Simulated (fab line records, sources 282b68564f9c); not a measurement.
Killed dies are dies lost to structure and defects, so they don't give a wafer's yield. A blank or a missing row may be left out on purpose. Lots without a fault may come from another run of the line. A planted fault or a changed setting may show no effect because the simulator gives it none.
fab line records | flow rit_cmos
record lots=5 wafers=15 last_day=7
route steps=202 shown SILICIDE@165 CONTACT@168
lots that met no fault: from a run of the same line without faults
start_h: hours from the record's first day to the start of the lot's first wafer shown | wait_h: hours since the lot's step before | " the same as in the row above | L1.1+2: a row that stands for several wafers | - no value, or no start given | * or withheld: withheld | < > ~ a bound
route shown NAME@n: a module of which the file shows steps, and the number in the route of the first | usual: mean/standard deviation of fault-free wafers | same: alike in all rows | chamber/n: place in a boat | sites: the reading at each site | _std_site: their standard deviation | _edge_site: outer sites' mean less inner sites' | radius_mm: how far each site lies from the wafer's centre | mask NAME#n: copy n | behind: the tool/chamber that last shaped the wafer | hold: why the lot was held/for how many hours/how that ended | device: the transistor (n, p or np) that didn't switch | end of line: the same wafers' tests at the end of the route | a step without rows: its recipe alone | killed: dies lost to structure and defects at the first sort, not the wafer's yield | map: a wafer's dies, x killed, . not, _ none there
set.NAME: the setting as run; set.NAME@STEP: as run at that earlier step | model.NAME: the simulator's own value behind a step, which no gauge read
lots at some steps of the route; a table a step, a row a wafer
services: from which hour (start_h, from the record's first day; less than 0 if before it) a tool's chamber was out of use, for how many hours, and why
## steps
# step RIT_SILICIDE_RTA_04
# recipe temp_c=650 time_s=10 idle_temp_c=25 ramp_up_s=5 ramp_down_s=5 cool_to_c=25 ambient=N2
# usual chamber_o2_ppm=2.000/0.019 wafer_temp_C_max=653.2/0.67
# columns lot.wafer tool chamber start_h wait_h chamber_o2_ppm wafer_temp_C_max
L074.1 rtp_anneal-01 0 53.67 0.1 2.012 652.7
L074.2 " 0 " " 2.037 653.0
L074.4 " 0 " " 2.019 654.5
L081.2 rtp_anneal-02 0 88.35 0.1 2.008 653.0
L081.5 " 0 " " 2.021 654.4
L081.6 " 0 " " 1.994 653.8
L087.1 rtp_anneal-02 0 119.99 0.1 1.960 654.0
L087.4 " 0 " " 1.956 654.0
L087.6 " 0 " " 1.986 653.7
L095.2 rtp_anneal-02 0 161.52 0.1 1.980 654.1
L095.3 " 0 " " 1.963 653.5
L095.4 " 0 " " 2.028 653.3
L096.1 rtp_anneal-01 0 165.75 0.1 2.010 652.7
L096.3 " 0 " " 1.994 653.3
L096.5 " 0 " " 1.993 652.4
# step RIT_SILICIDE_WET_ETCH_05
# recipe chemistry=SPM target=Ti temp_c=90 time_s=120 dry=n2_spin
# columns lot.wafer tool chamber start_h wait_h
L074.1+2+4 wet_bench-04 3 53.74 0.1
L081.2+5+6 wet_bench-01 1 88.41 0.0
L087.1+4+6 wet_bench-04 1 120.05 0.1
L095.2+3+4 wet_bench-01 2 161.57 0.0
L096.1+3+5 wet_bench-02 3 165.82 0.1
# step RIT_SILICIDE_RTA_06
# recipe temp_c=750 time_s=10 idle_temp_c=25 ramp_up_s=5 ramp_down_s=10 cool_to_c=25 ambient=N2
# usual chamber_o2_ppm=1.999/0.019 wafer_temp_C_max=753.9/0.81
# columns lot.wafer tool chamber start_h wait_h chamber_o2_ppm wafer_temp_C_max
L074.1 rtp_anneal-02 0 53.78 0.0 2.023 754.3
L074.2 " 0 " " 2.002 753.7
L074.4 " 0 " " 2.031 752.7
L081.2 rtp_anneal-01 0 88.47 0.0 2.000 753.2
L081.5 " 0 " " 1.981 753.9
L081.6 " 0 " " 2.000 755.1
L087.1 rtp_anneal-01 0 120.09 0.0 1.969 754.0
L087.4 " 0 " " 1.987 754.3
L087.6 " 0 " " 2.005 753.8
L095.2 rtp_anneal-01 0 161.63 0.0 1.992 753.9
L095.3 " 0 " " 1.979 753.5
L095.4 " 0 " " 1.984 754.2
L096.1 rtp_anneal-02 0 165.86 0.0 1.983 754.5
L096.3 " 0 " " 2.034 754.6
L096.5 " 0 " " 1.980 756.6
# step RIT_CONTACT_CVD_00
# recipe material=SiO2 target_thk_nm=400 precursor=TEOS temp_c=390 time_s=61 rf_w=400
# usual heater_power_w=316/53
# columns lot.wafer tool chamber start_h wait_h heater_power_w since_wet_clean_h
L074.1 pecvd-01 2 53.85 0.1 301 1000
L074.2 " 0 " " 319 1000
L074.4 " 1 " " 298 -
L081.2 pecvd-04 2 88.52 0.0 294 644
L081.5 " 2 " " 318 -
L081.6 " 0 " " 217 -
L087.1 pecvd-02 1 120.16 0.1 393 271
L087.4 " 1 " " 296 -
L087.6 " 2 " " 338 -
L095.2 pecvd-04 2 161.69 0.0 345 717
L095.3 " 0 " " 224 717
L095.4 " 0 " " 223 -
L096.1 pecvd-02 2 165.92 0.1 303 317
L096.3 " 0 " " 309 317
L096.5 " 1 " " 373 -
# step RIT_CONTACT_THK_MEAS_01
# recipe reads=SiO2_of_CONTACT_CVD_00
# usual CONTACT_TEOS_THK=400/5.5
# columns lot.wafer tool chamber start_h wait_h CONTACT_TEOS_THK[nm]
L074.1 film_metro-01 - 53.90 0.0 397
L074.2 " - " " 395
L074.4 " - " " 405
L081.2 film_metro-01 - 88.58 0.0 396
L081.5 " - " " 399
L081.6 " - " " 404
L087.1 film_metro-03 - 120.21 0.0 390
L087.4 " - " " 393
L087.6 " - " " 399
L095.2 film_metro-04 - 161.75 0.0 395
L095.3 " - " " 408
L095.4 " - " " 407
L096.1 film_metro-04 - 165.97 0.0 404
L096.3 " - " " 401
L096.5 " - " " 400
# step RIT_CONTACT_HMDS_02
# recipe prime_time_s=60 prime_temp_c=140
# columns lot.wafer tool chamber start_h wait_h
L074.1+2+4 litho_track-01 0 53.96 0.1
L081.2+5+6 litho_track-03 0 88.66 0.1
L087.1+4+6 litho_track-01 0 120.27 0.1
L095.2+3+4 litho_track-01 0 161.84 0.1
L096.1+3+5 litho_track-03 0 166.03 0.1
# step RIT_CONTACT_COAT_03
# recipe resist=NOVOLAK spin_rpm=3250 resist_thk_nm=1009
# columns lot.wafer tool chamber start_h wait_h
L074.1+2+4 litho_track-01 0 54.11 0.1
L081.2+5+6 litho_track-03 0 88.81 0.1
L087.1+4+6 litho_track-01 0 120.42 0.1
L095.2+3+4 litho_track-01 0 161.99 0.1
L096.1+3+5 litho_track-03 0 166.18 0.1
# step RIT_CONTACT_SOFTBAKE_04
# recipe resist=NOVOLAK temp_c=90 time_s=60
# columns lot.wafer tool chamber start_h wait_h
L074.1+2+4 litho_track-01 0 54.26 0.1
L081.2+5+6 litho_track-03 0 88.96 0.1
L087.1+4+6 litho_track-01 0 120.57 0.1
L095.2+3+4 litho_track-01 0 162.14 0.1
L096.1+3+5 litho_track-03 0 166.33 0.1
# step RIT_CONTACT_EXPOSE_05
# recipe mask_id=M11 na=0.6 source_shape=conventional sigma_outer=0.5 target_cd_nm=1000 dose_mj=250
# columns lot.wafer tool chamber start_h wait_h mask
L074.1+2+4 iline_stepper-01 0 54.41 0.1 M11#0
L081.2+5+6 iline_stepper-01 0 89.10 0.1 M11#0
L087.1+4+6 iline_stepper-02 0 120.72 0.1 M11#0
L095.2+3+4 iline_stepper-01 0 162.41 0.2 M11#0
L096.1+3+5 iline_stepper-02 0 166.61 0.2 M11#0
# step RIT_CONTACT_PEB_06
# recipe resist=NOVOLAK temp_c=withheld time_s=withheld
# columns lot.wafer tool chamber start_h wait_h
L074.1+2+4 litho_track-01 0 54.52 0.1
L081.2+5+6 litho_track-03 0 89.22 0.1
L087.1+4+6 litho_track-04 0 120.84 0.1
L095.2+3+4 litho_track-04 0 162.58 0.2
L096.1+3+5 litho_track-01 0 166.73 0.1
# step RIT_CONTACT_DEVELOP_07
# recipe resist=NOVOLAK develop_time_s=120 dev_temp_c=23
# columns lot.wafer tool chamber start_h wait_h
L074.1+2+4 litho_track-01 0 - -
L081.2+5+6 litho_track-03 0 - -
L087.1+4+6 litho_track-04 0 - -
L095.2+3+4 litho_track-04 0 - -
L096.1+3+5 litho_track-01 0 - -
# step RIT_CONTACT_CD_MEAS_08
# recipe target_cd_nm=1000
# usual cd_nm=1000.7/2.1
# columns lot.wafer tool chamber start_h wait_h cd_nm
L074.1 cd_sem-02 - 54.92 - 1004.8
L074.2 " - " " 1004.3
L074.4 " - " " 1003.0
L081.2 cd_sem-02 - 89.62 - 1001.8
L081.5 " - " " 1001.3
L081.6 " - " " 1003.5
L087.1 cd_sem-02 - 121.24 - 1000.6
L087.4 " - " " 1000.3
L087.6 " - " " 1001.9
L095.2 cd_sem-01 - 162.97 - 999.8
L095.3 " - " " 998.0
L095.4 " - " " 996.7
L096.1 cd_sem-02 - 167.13 - 999.2
L096.3 " - " " 999.0
L096.5 " - " " 1000.1
# step RIT_CONTACT_OVL_MEAS_09
# usual CONTACT_OVL=0.5/1.1
# columns lot.wafer tool chamber start_h wait_h CONTACT_OVL[nm]
L074.1 overlay-02 - 55.04 0.1 0.6
L074.2 " - " " -0.3
L074.4 " - " " 2.8
L081.2 overlay-02 - 89.72 0.1 0.1
L081.5 " - " " 0.2
L081.6 " - " " 0.4
L087.1 overlay-01 - 121.36 0.1 0.9
L087.4 " - " " -0.7
L087.6 " - " " 1.4
L095.2 overlay-02 - 163.08 0.1 0.4
L095.3 " - " " 1.8
L095.4 " - " " 0.3
L096.1 overlay-02 - 167.25 0.1 2.3
L096.3 " - " " 0.9
L096.5 " - " " 1.8
# step RIT_CONTACT_HARDBAKE_10
# recipe resist=NOVOLAK temp_c=140 time_s=60
# columns lot.wafer tool chamber start_h wait_h
L074.1+2+4 litho_track-01 0 55.08 0.0
L081.2+5+6 litho_track-03 0 89.78 0.0
L087.1+4+6 litho_track-04 0 121.39 0.0
L095.2+3+4 litho_track-01 0 163.17 0.1
L096.1+3+5 litho_track-01 0 167.28 0.0
# step RIT_CONTACT_ETCH_11
# recipe target_depth_a=4800 over_etch_frac=0.2 stop_on=TiSi2 chemistry=CHF3/CF4/Ar target=SiO2 CHF3_flow_sccm=50 cf4_flow_sccm=10 Ar_flow_sccm=100 O2_flow_sccm=5 pressure_mtorr=100 rf_w=207.2 time_s=320
# usual drypump_motor_current_A=5.9/0.42 oes_product_au=0.994/0.019 throttle_valve_pct=8.86/0.09
# columns lot.wafer tool chamber start_h wait_h drypump_motor_current_A oes_product_au rf_hours_counter_h throttle_valve_pct
L074.1 rie_diel-02 3 55.23 0.1 6.4 1.008 38 8.86
L074.2 " 0 " " 5.4 1.011 91 8.91
L074.4 " 1 " " 5.6 1.026 97 8.78
L081.2 rie_diel-02 3 89.90 0.1 6.3 1.000 38 8.86
L081.5 " 1 " " 5.6 1.037 - 8.77
L081.6 " 0 " " 5.4 1.007 - 8.91
L087.1 rie_diel-04 3 121.54 0.1 5.7 0.991 36 8.92
L087.4 " 2 " " 6.2 0.995 5 8.79
L087.6 " 1 " " 6.4 0.976 - 8.65
L095.2 rie_diel-03 2 163.29 0.1 5.3 0.993 8 8.84
L095.3 " 1 " " 6.8 0.986 1 8.95
L095.4 " 1 " " 6.8 0.984 - 8.95
L096.1 rie_diel-04 0 167.43 0.1 5.6 0.993 52 8.78
L096.3 " 3 " " 5.7 0.995 36 8.90
L096.5 " 3 " " 5.8 0.992 - 8.90
# step RIT_CONTACT_STRIP_12
# recipe chemistry=O2 time_s=180 resist=NOVOLAK platen_temp_c=withheld power_w=500 pressure_mtorr=4000 o2_flow_sccm=4000
# usual drypump_motor_current_A=5.8/0.59
# columns lot.wafer tool chamber start_h wait_h drypump_motor_current_A rf_hours_counter_h
L074.1 plasma_asher-03 1 55.42 0.1 4.8 23
L074.2 " 0 " " 6.4 23
L074.4 " 0 " " 6.4 -
L081.2 plasma_asher-01 1 90.10 0.1 6.5 47
L081.5 " 1 " " 6.5 -
L081.6 " 0 " " 5.2 -
L087.1 plasma_asher-04 1 121.74 0.1 5.8 52
L087.4 " 0 " " 6.0 -
L087.6 " 0 " " 6.0 -
L095.2 plasma_asher-03 1 163.49 0.1 4.8 31
L095.3 " 1 " " 4.9 -
L095.4 " 0 " " 6.3 -
L096.1 plasma_asher-03 1 167.63 0.1 4.8 31
L096.3 " 0 " " 6.4 -
L096.5 " 0 " " 6.4 -
# step RIT_CONTACT_CD_MEAS_90
# recipe target_cd_nm=1000
# usual cd_nm=1001.0/2.2
# columns lot.wafer tool chamber start_h wait_h cd_nm
L074.1 cd_sem-02 - 55.60 0.1 1005.5
L074.2 " - " " 1004.8
L074.4 " - " " 1004.0
L081.2 cd_sem-02 - 90.29 0.1 1002.6
L081.5 " - " " 1001.5
L081.6 " - " " 1003.9
L087.1 cd_sem-01 - 121.91 0.1 1000.7
L087.4 " - " " 1000.4
L087.6 " - " " 1001.7
L095.2 cd_sem-02 - 163.68 0.1 999.2
L095.3 " - " " 997.8
L095.4 " - " " 996.5
L096.1 cd_sem-02 - 167.80 0.1 999.5
L096.3 " - " " 999.1
L096.5 " - " " 1000.2
## services
# columns tool chamber start_h hours kind
plasma_asher-04 - 32.25 2.2 repair
plasma_asher-03 - 41.25 0.8 repair
iline_stepper-02 - 46.59 15.0 repair
rie_diel-04 2 54.72 5.8 repair
iline_stepper-02 - 61.61 1.7 pm
rie_diel-02 3 67.37 15.7 repair
rie_diel-03 1 68.17 6.2 repair
rie_diel-03 0 68.49 5.7 repair
rtp_anneal-01 - 68.49 3.4 pm
pecvd-01 0 73.49 4.4 repair
rie_diel-03 - 85.58 0.6 repair
rie_diel-03 2 96.21 16.5 repair
plasma_asher-03 - 99.91 28.1 pm
pecvd-02 - 103.98 14.6 pm
rie_diel-03 3 121.65 1.3 repair
rie_diel-04 - 126.30 2.6 repair
plasma_asher-01 - 129.07 1.5 repair
iline_stepper-01 - 130.23 28.9 pm
plasma_asher-03 - 136.23 5.4 repair
rie_diel-03 3 139.45 32.5 repair
pecvd-01 - 142.63 0.5 repair
rie_diel-03 - 148.19 2.8 pm
rie_diel-04 - 149.86 0.8 repair
pecvd-01 2 154.23 5.1 repair
## key
fault none
